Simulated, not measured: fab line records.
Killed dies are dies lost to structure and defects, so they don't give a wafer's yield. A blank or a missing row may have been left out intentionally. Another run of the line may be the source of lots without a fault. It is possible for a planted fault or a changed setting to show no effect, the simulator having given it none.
Which tool did it? ; flow berkeley-cmos170 ; 7 lots, 21 wafers sampled, at 1 step of a route of 331

== WHAT EACH GAUGE READ, for each wafer ==
UCB170_NVT_OVL_MEAS_06.
lot;measured;on;NVT_OVL (nm)
L199;day 5 10:08;overlay-02;2 -6 -10
L201;day 5 23:56;overlay-02;-3 -2 -5
L203;day 6 12:50;overlay-02;-2 2 3
L215;day 8 23:02;overlay-02;-8 2 -6
L218;day 9 16:46;overlay-02;-3 -5 -2
L220;day 9 23:38;overlay-02;2 4 7
L221;day 10 16:52;overlay-01;-10 -8 -6

== WHAT TOOL EACH LOT RAN ON (gives the tool, then ch and the chambers of the sampled wafers, and finally the start) ==
There is no process step in the record ahead of these readings.

== THE ANSWER, worked out from the rows above alone ==
Rule: usual is defined by the lots themselves. Put in order of their means at a reading, lots are off if they are a third of the lots or fewer, leave a main group of 4 or more, and stand apart from it by a gap of 3 or more times the standard deviation of the main group's means; of several such gaps the widest counts. The tables above print the reading to a certain number of digits; a main group whose means all agree to those digits is not used. Also off: a lot with no number at a reading for which 4 or more lots have one. Any other lot the step has rows for is counted as sound.
No lot is off on any of the readings shown, so nothing can be concluded from this.

== WHAT THE SIMULATOR HAD INSERTED ==
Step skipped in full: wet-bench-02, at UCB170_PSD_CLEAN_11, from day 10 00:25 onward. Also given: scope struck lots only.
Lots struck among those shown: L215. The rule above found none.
